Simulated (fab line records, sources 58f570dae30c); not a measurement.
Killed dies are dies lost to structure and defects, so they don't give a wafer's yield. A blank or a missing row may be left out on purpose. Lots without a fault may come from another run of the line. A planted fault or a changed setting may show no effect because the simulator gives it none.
fab line records | flow berkeley_cmos170
record lots=5 wafers=23
route steps=331 shown PSD@178 BACKSIDE@200 SILICIDE@211 M1@250 V1@264 M2@272
start_h: hours from the record's first day to the start of the lot's first wafer shown | wait_h: hours since the lot's step before | " the same as in the row above | L1.1+2: a row that stands for several wafers | - no value, or no start given | * or withheld: withheld | < > ~ a bound
route shown NAME@n: a module of which the file shows steps, and the number in the route of the first | usual: mean/standard deviation of fault-free wafers | same: alike in all rows | chamber/n: place in a boat | sites: the reading at each site | _std_site: their standard deviation | _edge_site: outer sites' mean less inner sites' | radius_mm: how far each site lies from the wafer's centre | mask NAME#n: copy n | behind: the tool/chamber that last shaped the wafer | hold: why the lot was held/for how many hours/how that ended | device: the transistor (n, p or np) that didn't switch | end of line: the same wafers' tests at the end of the route | a step without rows: its recipe alone | killed: dies lost to structure and defects at the first sort, not the wafer's yield | map: a wafer's dies, x killed, . not, _ none there
set.NAME: the setting as run; set.NAME@STEP: as run at that earlier step | model.NAME: the simulator's own value behind a step, which no gauge read
lots whose settings were changed on purpose; a table a step, a row a wafer
## steps
# step UCB170_PSD_EXPOSE_03
# recipe mask_id=PSELECT_MOD na=0.5 sigma_outer=0.6 source_shape=conventional target_cd_nm=1200 dose_mj=30
# columns lot.wafer tool chamber start_h wait_h mask set.dose_mj
L076.1+4 krf_scanner-01 0 135.42 0.1 PSELECT_MOD#0 30
L076.2+5+6 " 0 " " PSELECT_MOD#0 28.75
L077.1+3+5 krf_scanner-02 0 151.51 0.2 PSELECT_MOD#0 30
L078.1+2+4+5+6 krf_scanner-02 0 152.07 0.5 PSELECT_MOD#0 30
L081.1+3 krf_scanner-02 0 166.32 0.4 PSELECT_MOD#0 31.34
L081.2+5+6 " 0 " " PSELECT_MOD#0 30
L084.1+3+4 krf_scanner-02 0 175.35 0.4 PSELECT_MOD#0 30.94
L084.5+6 " 0 " " PSELECT_MOD#0 30
# step UCB170_PSD_PEB_04
# recipe peb_temp_c=130 peb_time_s=withheld resist=KrF
# step UCB170_PSD_DEVELOP_05
# recipe developer=TMAH develop_time_s=45 resist=KrF dev_temp_c=21
# step UCB170_PSD_CD_MEAS_06
# recipe target_cd_nm=1200
# usual cd_nm=1200.0/1.3
# columns lot.wafer tool chamber start_h wait_h set.dose_mj@PSD_EXPOSE_03 cd_nm
L076.1 cd_sem-02 - 135.81 - 30 1201.7
L076.2 " - " " 28.75 1192.5
L076.4 " - " " 30 1200.2
L076.5 " - " " 28.75 1192.5
L076.6 " - " " 28.75 1193.4
L077.1 cd_sem-01 - 151.94 - 30 1200.7
L077.3 " - " " 30 1201.1
L077.5 " - " " 30 1198.8
L078.1 cd_sem-02 - 152.47 - 30 1199.7
L078.2 " - " " 30 1199.8
L078.4 " - " " 30 1200.8
L078.5 " - " " 30 1199.0
L078.6 " - " " 30 1199.4
L081.1 cd_sem-01 - 167.00 - 31.34 1205.9
L081.2 " - " " 30 1198.6
L081.3 " - " " 31.34 1207.5
L081.5 " - " " 30 1198.7
L081.6 " - " " 30 1198.3
L084.1 cd_sem-02 - 176.15 - 30.94 1206.1
L084.3 " - " " 30.94 1206.8
L084.4 " - " " 30.94 1206.1
L084.5 " - " " 30 1200.4
L084.6 " - " " 30 1200.8
# step UCB170_PSD_IMPLANT_08
# recipe species=B dose_cm2=3e+15 energy_kev=20 tilt_deg=7
# columns lot.wafer tool chamber start_h wait_h set.energy_kev model.implant.rp_nm model.implant.drp_nm
L076.1+4+5 implanter-04 0 135.96 0.0 20 65.56 28.34
L076.2+6 " 0 " " 20.93 68.57 29.37
L077.1+3+5 implanter-04 0 152.17 0.1 20 65.89 28.34
L078.1+4+6 implanter-04 0 152.62 0.0 20 65.5 28.34
L078.2+5 " 0 " " 20.57 67.35 28.95
L081.1+2+3+5+6 implanter-04 0 167.16 0.0 20 67.47 28.34
L084.1+6 implanter-04 0 176.31 0.0 20 67.2 28.34
L084.3+4+5 " 0 " " 18.98 63.81 27.31
# step UCB170_PSD_STRIP_09
# recipe chemistry=O2 power_w=400 pressure_mtorr=3500 platen_temp_c=withheld o2_flow_sccm=400 overash_fraction=0.5
# usual strip_time_to_endpoint_s=29.44/0.082
# columns lot.wafer tool chamber start_h wait_h set.energy_kev@PSD_IMPLANT_08 strip_time_to_endpoint_s
L076.1 plasma_asher-02 0 136.11 0.1 20 29.38
L076.2 " 1 " " 20.93 29.76
L076.4 " 1 " " 20 29.41
L076.5 " 0 " " 20 29.41
L076.6 " 1 " " 20.93 29.75
L077.1 plasma_asher-02 1 152.32 0.1 20 29.53
L077.3 " 1 " " 20 29.45
L077.5 " 1 " " 20 29.57
L078.1 plasma_asher-01 1 152.77 0.1 20 29.51
L078.2 " 0 " " 20.57 29.62
L078.4 " 1 " " 20 29.43
L078.5 " 0 " " 20.57 29.71
L078.6 " 1 " " 20 29.48
L081.1 plasma_asher-01 1 167.31 0.1 20 29.56
L081.2 " 0 " " 20 29.55
L081.3 " 1 " " 20 29.53
L081.5 " 0 " " 20 29.58
L081.6 " 1 " " 20 29.52
L084.1 plasma_asher-03 0 176.46 0.1 20 29.48
L084.3 " 0 " " 18.98 29.04
L084.4 " 1 " " 18.98 29.11
L084.5 " 1 " " 18.98 29.02
L084.6 " 0 " " 20 29.52
# step UCB170_BACKSIDE_COAT_01
# recipe resist=KrF spin_rpm=1500 resist_thk_nm=900
# columns lot.wafer tool chamber start_h wait_h set.spin_rpm model.KrF_of_BACKSIDE_COAT_01.thk_nm
L076.1 litho_track-02 0 138.66 0.1 1500 900.2
L076.2 " 0 " " 1500 899.6
L076.4 " 0 " " 1500 901.3
L076.5 " 0 " " 1397 930.6
L076.6 " 0 " " 1397 931.1
L077.1+5 litho_track-02 0 154.56 0.1 1500 901.9
L077.3 " 0 " " 1500 900.7
L078.1 litho_track-04 0 155.30 0.1 1554 885.1
L078.2 " 0 " " 1554 883.5
L078.4 " 0 " " 1500 901.2
L078.5 " 0 " " 1554 884.3
L078.6 " 0 " " 1500 899.3
L081.1 litho_track-02 0 169.59 0.1 1430 923
L081.2 " 0 " " 1430 924.7
L081.3 " 0 " " 1430 923.6
L081.5 " 0 " " 1500 901.1
L081.6 " 0 " " 1500 899.5
L084.1 litho_track-04 0 179.93 0.1 1401 931.9
L084.3 " 0 " " 1500 898.2
L084.4 " 0 " " 1500 900.7
L084.5 " 0 " " 1401 931.4
L084.6 " 0 " " 1500 902.7
# step UCB170_BACKSIDE_SOFTBAKE_02
# recipe resist=KrF temp_c=130 time_s=60
# step UCB170_BACKSIDE_STRIP_03
# recipe chemistry=O2 power_w=400 pressure_mtorr=3500 platen_temp_c=withheld o2_flow_sccm=400 overash_fraction=0.5
# usual strip_time_to_endpoint_s=21.99/0.056
# columns lot.wafer tool chamber start_h wait_h set.spin_rpm@BACKSIDE_COAT_01 strip_time_to_endpoint_s
L076.1 plasma_asher-01 1 138.96 0.1 1500 21.97
L076.2 " 0 " " 1500 21.95
L076.4 " 1 " " 1500 22.01
L076.5 " 0 " " 1397 22.70
L076.6 " 1 " " 1397 22.69
L077.1 plasma_asher-01 1 154.86 0.1 1500 22.02
L077.3 " 1 " " 1500 21.98
L077.5 " 1 " " 1500 22.03
L078.1 plasma_asher-01 0 155.60 0.1 1554 21.61
L078.2 " 1 " " 1554 21.57
L078.4 " 0 " " 1500 21.99
L078.5 " 1 " " 1554 21.59
L078.6 " 0 " " 1500 21.95
L081.1 plasma_asher-01 1 169.89 0.1 1430 22.52
L081.2 " 0 " " 1430 22.55
L081.3 " 1 " " 1430 22.54
L081.5 " 1 " " 1500 21.98
L081.6 " 0 " " 1500 21.96
L084.1 plasma_asher-01 1 180.23 0.1 1401 22.74
L084.3 " 1 " " 1500 21.91
L084.4 " 0 " " 1500 21.99
L084.5 " 1 " " 1401 22.71
L084.6 " 0 " " 1500 22.06
# step UCB170_SILICIDE_SPUTTER_01
# recipe material=Ti target_thk_nm=30 time_s=25 power_w=1500 chamber_pressure_pa=0.5
# columns lot.wafer tool chamber start_h wait_h set.time_s model.Ti_of_SILICIDE_SPUTTER_01.thk_nm
L076.1+4 pvd_sputter-01 - 139.90 0.0 23.55 27.89
L076.2 " - " " 25 30.14
L076.5 " - " " 25 29.64
L076.6 " - " " 23.55 28.23
L077.1 pvd_sputter-02 - 155.82 0.0 25 29.9
L077.3 " - " " 25 29.68
L077.5 " - " " 25 29.53
L078.1 pvd_sputter-01 - 156.55 0.0 26.26 31.83
L078.2 " - " " 25 30.29
L078.4 " - " " 26.26 32.16
L078.5 " - " " 25 30.39
L078.6 " - " " 25 30.56
L081.1 pvd_sputter-02 - 170.83 0.0 25 30.62
L081.2 " - " " 25 30.15
L081.3 " - " " 22.84 27.67
L081.5 " - " " 25 30.42
L081.6 " - " " 22.84 27.81
L084.1 pvd_sputter-02 - 181.18 0.0 25 29.89
L084.3 " - " " 25 29.98
L084.4 " - " " 28.38 34.04
L084.5 " - " " 28.38 33.84
L084.6 " - " " 25 29.87
# step UCB170_SILICIDE_RS_MEAS_02
# recipe thk_meas_gauge=four-point-probe reads=Ti_of_SILICIDE_SPUTTER_01
# usual SILICIDE_TI_RS=26.08/0.28
# columns lot.wafer tool chamber start_h wait_h set.time_s@SILICIDE_SPUTTER_01 SILICIDE_TI_RS[ohm/sq]
L076.1 film_metro-02 - 139.93 0.0 23.55 28.40
L076.2 " - " " 25 25.97
L076.4 " - " " 23.55 28.47
L076.5 " - " " 25 26.45
L076.6 " - " " 23.55 28.04
L077.1 film_metro-02 - 155.85 0.0 25 26.15
L077.3 " - " " 25 26.43
L077.5 " - " " 25 26.61
L078.1 film_metro-01 - 156.58 0.0 26.26 24.32
L078.2 " - " " 25 25.86
L078.4 " - " " 26.26 24.05
L078.5 " - " " 25 25.77
L078.6 " - " " 25 25.60
L081.1 film_metro-01 - 170.86 0.0 25 25.54
L081.2 " - " " 25 25.94
L081.3 " - " " 22.84 28.81
L081.5 " - " " 25 25.66
L081.6 " - " " 22.84 28.54
L084.1 film_metro-03 - 181.21 0.0 25 26.27
L084.3 " - " " 25 26.16
L084.4 " - " " 28.38 22.53
L084.5 " - " " 28.38 22.65
L084.6 " - " " 25 26.24
# step UCB170_SILICIDE_THK_MEAS_03
# recipe thk_meas_gauge=xrf reads=Ti_of_SILICIDE_SPUTTER_01
# usual SILICIDE_TI_THK=30.29/0.3
# columns lot.wafer tool chamber start_h wait_h set.time_s@SILICIDE_SPUTTER_01 SILICIDE_TI_THK[nm]
L076.1 film_metro-02 - 140.05 0.1 23.55 28.02
L076.2 " - " " 25 30.33
L076.4 " - " " 23.55 28.14
L076.5 " - " " 25 29.73
L076.6 " - " " 23.55 28.27
L077.1 film_metro-02 - 155.97 0.1 25 30.34
L077.3 " - " " 25 30.09
L077.5 " - " " 25 29.84
L078.1 film_metro-01 - 156.70 0.1 26.26 32.12
L078.2 " - " " 25 30.54
L078.4 " - " " 26.26 32.41
L078.5 " - " " 25 30.54
L078.6 " - " " 25 30.90
L081.1 film_metro-01 - 170.98 0.1 25 30.82
L081.2 " - " " 25 30.46
L081.3 " - " " 22.84 27.87
L081.5 " - " " 25 30.84
L081.6 " - " " 22.84 28.11
L084.1 film_metro-03 - 181.33 0.1 25 30.22
L084.3 " - " " 25 30.19
L084.4 " - " " 28.38 34.31
L084.5 " - " " 28.38 34.07
L084.6 " - " " 25 30.04
# step UCB170_M1_METAL_ETCH_12
# recipe chemistry=Cl2/BCl3 target=Al stop_on=PSG pressure_mtorr=12 target_depth_a=7800 over_etch_frac=0.3 time_s=130 icp_w=600 bias_w=120 Cl2_flow_sccm=90 bcl3_flow_sccm=45
# columns lot.wafer tool chamber start_h wait_h set.time_s model.KrF_of_M1_COAT_04.thk_nm
L076.1 rie_metal-04 0 146.56 - 130 430.4
L076.2 " 1 " " 130 438
L076.4 " 0 " " 130 430.6
L076.5 " 1 " " 130 436.8
L076.6 " 0 " " 130 434.2
L077.1 rie_metal-04 0 163.95 - 130 425.8
L077.3 " 0 " " 130 434.9
L077.5 " 0 " " 130 430.7
L078.1 rie_metal-01 0 164.93 - 130 440.5
L078.2 " 1 " " 130 453.2
L078.4 " 1 " " 114.7 506.9
L078.5 " 1 " " 114.7 500.6
L078.6 " 0 " " 114.7 493.6
L081.1 rie_metal-04 0 177.28 - 130 429.6
L081.2 " 0 " " 130 430.6
L081.3 " 0 " " 118.4 466.7
L081.5 " 0 " " 118.4 469.6
L081.6 " 0 " " 130 428
L084.1 rie_metal-01 0 190.00 - 148.9 371.3
L084.3 " 1 " " 130 454.4
L084.4 " 0 " " 130 442
L084.5 " 1 " " 130 455.8
L084.6 " 0 " " 148.9 375.4
# step UCB170_V1_PEB_10
# recipe peb_temp_c=130 peb_time_s=withheld resist=KrF
# columns lot.wafer tool chamber start_h wait_h set.peb_temp_c
L076.1+4+5 litho_track-02 0 156.23 0.4 131.5
L076.2+6 " 0 " " 130
L077.1+3+5 litho_track-03 0 169.53 0.3 130
L078.1+2+5 litho_track-02 0 170.00 0.1 132.7
L078.4+6 " 0 " " 130
L081.1+2+3 litho_track-02 0 186.62 0.6 130
L081.5+6 " 0 " " 127.8
L084.1+3+4 litho_track-01 0 197.31 0.1 127.2
L084.5+6 " 0 " " 130
# step UCB170_V1_DEVELOP_11
# recipe developer=TMAH develop_time_s=45 resist=KrF dev_temp_c=21
# step UCB170_V1_CD_MEAS_12
# recipe target_cd_nm=700
# usual cd_nm=699.7/1.3
# columns lot.wafer tool chamber start_h wait_h set.peb_temp_c@V1_PEB_10 cd_nm
L076.1 cd_sem-01 - 156.56 - 131.5 710.9
L076.2 " - " " 130 701.8
L076.4 " - " " 131.5 710.5
L076.5 " - " " 131.5 711.9
L076.6 " - " " 130 702.0
L077.1 cd_sem-02 - 169.80 - 130 699.6
L077.3 " - " " 130 700.0
L077.5 " - " " 130 700.9
L078.1 cd_sem-01 - 170.28 - 132.7 715.5
L078.2 " - " " 132.7 716.2
L078.4 " - " " 130 700.0
L078.5 " - " " 132.7 716.3
L078.6 " - " " 130 701.6
L081.1 cd_sem-02 - 186.89 - 130 697.4
L081.2 " - " " 130 698.8
L081.3 " - " " 130 699.4
L081.5 " - " " 127.8 683.2
L081.6 " - " " 127.8 682.0
L084.1 cd_sem-02 - 197.58 - 127.2 679.5
L084.3 " - " " 127.2 677.5
L084.4 " - " " 127.2 678.8
L084.5 " - " " 130 700.4
L084.6 " - " " 130 700.4
# step UCB170_V1_ETCH_14
# recipe chemistry=CHF3/CF4/Ar target=SiO2 stop_on=Al CHF3_flow_sccm=45 cf4_flow_sccm=15 Ar_flow_sccm=150 pressure_mtorr=200 rf_w=700 target_depth_a=12500 over_etch_frac=0.25 time_s=291
# columns lot.wafer tool chamber start_h wait_h set.peb_temp_c@V1_PEB_10 model.V1.cd_nm
L076.1 rie_diel-03 0 156.72 0.0 131.5 710.6
L076.2 " 2 " " 130 700
L076.4 " 0 " " 131.5 709.9
L076.5 " 3 " " 131.5 712.9
L076.6 " 2 " " 130 700.4
L077.1+3 rie_diel-02 0,2 169.96 0.0 130 699.8
L077.5 " 3 " " 130 701.1
L078.1 rie_diel-01 0 170.43 0.0 132.7 714.8
L078.2 " 1 " " 132.7 716.3
L078.4 " 2 " " 130 699.8
L078.5 " 2 " " 132.7 715.8
L078.6 " 1 " " 130 702.5
L081.1 rie_diel-03 1 187.05 0.0 130 697.7
L081.2 " 3 " " 130 700.1
L081.3 " 0 " " 130 699.4
L081.5 " 3 " " 127.8 684.7
L081.6 " 2 " " 127.8 680.5
L084.1 rie_diel-02 0 197.74 0.0 127.2 679.3
L084.3 " 2 " " 127.2 678.3
L084.4 " 3 " " 127.2 680.1
L084.5 " 1 " " 130 701.1
L084.6 " 0 " " 130 700.2
# step UCB170_V1_STRIP_15
# recipe chemistry=O2 power_w=400 pressure_mtorr=3500 platen_temp_c=withheld o2_flow_sccm=400 overash_fraction=0.5
# step UCB170_V1_CD_MEAS_90
# recipe target_cd_nm=700
# usual cd_nm=699.7/1.5
# columns lot.wafer tool chamber start_h wait_h set.peb_temp_c@V1_PEB_10 cd_nm
L076.1 cd_sem-02 - 157.00 0.1 131.5 710.5
L076.2 " - " " 130 700.1
L076.4 " - " " 131.5 709.9
L076.5 " - " " 131.5 712.7
L076.6 " - " " 130 700.4
L077.1 cd_sem-02 - 170.24 0.1 130 699.8
L077.3 " - " " 130 699.5
L077.5 " - " " 130 701.1
L078.1 cd_sem-01 - 170.71 0.1 132.7 714.7
L078.2 " - " " 132.7 716.3
L078.4 " - " " 130 699.6
L078.5 " - " " 132.7 716.0
L078.6 " - " " 130 702.6
L081.1 cd_sem-01 - 187.33 0.1 130 698.1
L081.2 " - " " 130 700.0
L081.3 " - " " 130 699.8
L081.5 " - " " 127.8 684.6
L081.6 " - " " 127.8 680.3
L084.1 cd_sem-02 - 198.02 0.1 127.2 679.3
L084.3 " - " " 127.2 678.4
L084.4 " - " " 127.2 680.1
L084.5 " - " " 130 701.3
L084.6 " - " " 130 699.8
# step UCB170_M2_SPUTTER_01
# recipe material=Al target_thk_nm=900 time_s=120 power_w=6000 chamber_pressure_pa=0.5
# columns lot.wafer tool chamber start_h wait_h set.time_s model.Al_of_M2_SPUTTER_01.thk_nm
L076.1 pvd_sputter-03 - 157.18 0.0 112.1 826.7
L076.2 " - " " 112.1 839
L076.4 " - " " 120 892.4
L076.5 " - " " 120 886.5
L076.6 " - " " 120 884.2
L077.1 pvd_sputter-01 - 170.42 0.0 120 901.5
L077.3 " - " " 120 897.2
L077.5 " - " " 120 915.5
L078.1 pvd_sputter-04 - 170.90 0.0 128.7 975.8
L078.2 " - " " 120 909
L078.4 " - " " 128.7 972
L078.5 " - " " 120 909.3
L078.6 " - " " 128.7 967.3
L081.1 pvd_sputter-03 - 187.51 0.0 120 894.4
L081.2 " - " " 120 894.6
L081.3 " - " " 120 902
L081.5 " - " " 120 899.3
L081.6 " - " " 120 891.4
L084.1 pvd_sputter-03 - 198.20 0.0 104.6 785.1
L084.3 " - " " 104.6 776.5
L084.4 " - " " 120 892.4
L084.5 " - " " 120 896
L084.6 " - " " 104.6 770.7
# step UCB170_M2_RS_MEAS_02
# recipe thk_meas_gauge=four-point-probe reads=Al_of_M2_SPUTTER_01
# usual M2_AL_RS=0.0321/0.00039
# columns lot.wafer tool chamber start_h wait_h set.time_s@M2_SPUTTER_01 M2_AL_RS[ohm/sq]
L076.1 film_metro-03 - 157.27 0.0 112.1 0.0352
L076.2 " - " " 112.1 0.0346
L076.4 " - " " 120 0.0324
L076.5 " - " " 120 0.0327
L076.6 " - " " 120 0.0327
L077.1 film_metro-02 - 170.51 0.0 120 0.0321
L077.3 " - " " 120 0.0322
L077.5 " - " " 120 0.0316
L078.1 film_metro-03 - 170.98 0.0 128.7 0.0297
L078.2 " - " " 120 0.0319
L078.4 " - " " 128.7 0.0299
L078.5 " - " " 120 0.0319
L078.6 " - " " 128.7 0.0299
L081.1 film_metro-02 - 187.60 0.0 120 0.0323
L081.2 " - " " 120 0.0324
L081.3 " - " " 120 0.0321
L081.5 " - " " 120 0.0321
L081.6 " - " " 120 0.0324
L084.1 film_metro-03 - 198.29 0.0 104.6 0.0369
L084.3 " - " " 104.6 0.0374
L084.4 " - " " 120 0.0325
L084.5 " - " " 120 0.0323
L084.6 " - " " 104.6 0.0376
# step UCB170_M2_THK_MEAS_03
# recipe thk_meas_gauge=xrf reads=Al_of_M2_SPUTTER_01
# usual M2_AL_THK=902/9.8
# columns lot.wafer tool chamber start_h wait_h set.time_s@M2_SPUTTER_01 M2_AL_THK[nm]
L076.1 film_metro-03 - 157.39 0.1 112.1 830
L076.2 " - " " 112.1 841
L076.4 " - " " 120 890
L076.5 " - " " 120 887
L076.6 " - " " 120 888
L077.1 film_metro-02 - 170.63 0.1 120 897
L077.3 " - " " 120 898
L077.5 " - " " 120 914
L078.1 film_metro-03 - 171.10 0.1 128.7 970
L078.2 " - " " 120 903
L078.4 " - " " 128.7 967
L078.5 " - " " 120 907
L078.6 " - " " 128.7 963
L081.1 film_metro-02 - 187.72 0.1 120 893
L081.2 " - " " 120 888
L081.3 " - " " 120 897
L081.5 " - " " 120 897
L081.6 " - " " 120 887
L084.1 film_metro-03 - 198.41 0.1 104.6 794
L084.3 " - " " 104.6 783
L084.4 " - " " 120 900
L084.5 " - " " 120 902
L084.6 " - " " 104.6 776
## key
split step=UCB170_PSD_EXPOSE_03 setting=dose_mj stated=30 by=wafer
response step=UCB170_PSD_CD_MEAS_06 reading=cd_nm change=+1.88 per=1% r=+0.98
split step=UCB170_PSD_IMPLANT_08 setting=energy_kev stated=20 by=wafer
response step=UCB170_PSD_IMPLANT_08 reading=model.implant.rp_nm change=+0.656 per=1% r=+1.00
response step=UCB170_PSD_IMPLANT_08 reading=model.implant.drp_nm change=+0.211 per=1% r=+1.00
response step=UCB170_PSD_STRIP_09 reading=strip_time_to_endpoint_s change=* per=1% r=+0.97
split step=UCB170_BACKSIDE_COAT_01 setting=spin_rpm stated=1500 by=wafer
response step=UCB170_BACKSIDE_COAT_01 reading=model.KrF_of_BACKSIDE_COAT_01.thk_nm change=-4.63 per=1% r=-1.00
response step=UCB170_BACKSIDE_STRIP_03 reading=strip_time_to_endpoint_s change=* per=1% r=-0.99
split step=UCB170_SILICIDE_SPUTTER_01 setting=time_s stated=25 by=wafer
response step=UCB170_SILICIDE_SPUTTER_01 reading=model.Ti_of_SILICIDE_SPUTTER_01.thk_nm change=+0.304 per=1% r=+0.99
response step=UCB170_SILICIDE_RS_MEAS_02 reading=SILICIDE_TI_RS change=-0.3 per=1% r=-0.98
response step=UCB170_SILICIDE_THK_MEAS_03 reading=SILICIDE_TI_THK change=+0.307 per=1% r=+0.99
split step=UCB170_M1_METAL_ETCH_12 setting=time_s stated=130 by=wafer
response step=UCB170_M1_METAL_ETCH_12 reading=model.KrF_of_M1_COAT_04.thk_nm change=-4.89 per=1% r=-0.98
split step=UCB170_V1_PEB_10 setting=peb_temp_c stated=130 by=wafer
response step=UCB170_V1_CD_MEAS_12 reading=cd_nm change=+8.84 per=1% r=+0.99
response step=UCB170_V1_ETCH_14 reading=model.V1.cd_nm change=+8.87 per=1% r=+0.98
response step=UCB170_V1_CD_MEAS_90 reading=cd_nm change=+8.9 per=1% r=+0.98
split step=UCB170_M2_SPUTTER_01 setting=time_s stated=120 by=wafer
response step=UCB170_M2_SPUTTER_01 reading=model.Al_of_M2_SPUTTER_01.thk_nm change=+8.88 per=1% r=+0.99
response step=UCB170_M2_RS_MEAS_02 reading=M2_AL_RS change=-0.000357 per=1% r=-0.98
response step=UCB170_M2_THK_MEAS_03 reading=M2_AL_THK change=+8.78 per=1% r=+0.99
